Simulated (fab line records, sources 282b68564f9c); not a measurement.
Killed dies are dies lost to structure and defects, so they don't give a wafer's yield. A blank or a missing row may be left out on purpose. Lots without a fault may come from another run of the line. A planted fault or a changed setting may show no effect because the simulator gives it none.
Which tool did it? | flow rit_cmos | 14 lots, 42 wafers sampled, at 2 steps of a route of 202

WHAT THE GAUGES READ, wafer by wafer
RIT_PSD_OVL_MEAS_06.
lot  | measured    | on         | PSD_OVL (nm)
L595 | day 3 15:28 | overlay-01 | 2.0 -2.3 -1.0
L596 | day 3 18:08 | overlay-01 | 1.2 0.7 2.7
L597 | day 3 18:28 | overlay-01 | 0.8 -0.5 1.4
L599 | day 4 06:52 | overlay-02 | -0.5 1.8 -1.3
L600 | day 4 07:20 | overlay-01 | 0.0 2.0 1.8
L604 | day 5 00:37 | overlay-02 | 128.8 130.4 129.4
L603 | day 5 04:46 | overlay-02 | 1.1 0.0 2.3
L608 | day 6 00:24 | overlay-02 | 130.7 131.0 131.9
L610 | day 6 12:07 | overlay-01 | 1.4 1.9 3.1
L611 | day 6 18:00 | overlay-02 | 1.8 0.0 1.6
L612 | day 6 20:32 | overlay-02 | -1.1 -1.1 1.0
L615 | day 7 06:52 | overlay-02 | 0.3 0.5 1.3
L617 | day 7 19:47 | overlay-01 | 3.1 3.0 0.7
L618 | day 8 01:30 | overlay-02 | 2.0 0.1 -1.5

WHICH TOOL RAN EACH LOT (tool, then ch and the chambers of the sampled wafers, then the start)
lot  | RIT_PSD_EXPOSE_03
L595 | iline_stepper-01 ch 0, day 3 15:05
L596 | iline_stepper-01 ch 0, day 3 17:39
L597 | iline_stepper-01 ch 0, day 3 18:06
L599 | iline_stepper-02 ch 0, day 4 06:26
L600 | iline_stepper-01 ch 0, day 4 06:55
L604 | iline_stepper-02 ch 0, day 5 00:14
L603 | iline_stepper-01 ch 0, day 5 04:22
L608 | iline_stepper-02 ch 0, day 6 00:01
L610 | iline_stepper-01 ch 0, day 6 11:43
L611 | iline_stepper-01 ch 0, day 6 17:36
L612 | iline_stepper-01 ch 0, day 6 20:09
L615 | iline_stepper-01 ch 0, day 7 06:29
L617 | iline_stepper-01 ch 0, day 7 19:25
L618 | iline_stepper-01 ch 0, day 8 01:06
- RIT_PSD_EXPOSE_03: exposes mask M10, target cd 40900 nm.

WHAT THE TOOLS THEMSELVES READ (means of the sampled wafers that have a number; where no wafer has one, the mark that the record gives instead)
The record holds no such reading with a usual standard deviation.

THE ANSWER, worked out from the rows above alone
Rule: what is usual is taken from the lots themselves. Put in order of their means at a reading, lots are off if they are a third of the lots or fewer, leave a main group of 4 or more, and stand apart from it by a gap of 3 or more times the standard deviation of the main group's means; of several such gaps the widest counts. A main group whose means are all the same, to the digits that the tables above print for the reading, isn't used. A lot without any number at a reading at which 4 lots or more have one is off too. The other lots that the step has rows for count as sound. The gauges are gone through in route order, then the tools' own readings, and for those a lot's mean is taken as printed above. The first step at which some lot is off is used, and at that step the reading that is off furthest; a lot without a number counts as furthest.
Off: L604, L608, at RIT_PSD_OVL_MEAS_06 (PSD_OVL). The main group: mean 0.8 nm, standard deviation 0.86.
A tool fits if, at a process step before that reading, it ran every lot that is off, and no sound lot after the first of them. The gauges at RIT_PSD_OVL_MEAS_06 are tried like those tools. One fits: iline_stepper-02 at RIT_PSD_EXPOSE_03. Its last sound lot is L599 (day 4 06:26), its first lot that is off L604 (day 5 00:14): a fault that began between those two fits.

WHAT THE SIMULATOR HAD PUT IN
Scanner matching overlay: iline_stepper-02, from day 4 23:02 on, at RIT_PSD_EXPOSE_03. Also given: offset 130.
Lots struck among those shown: L604, L608. The rule above found the same.
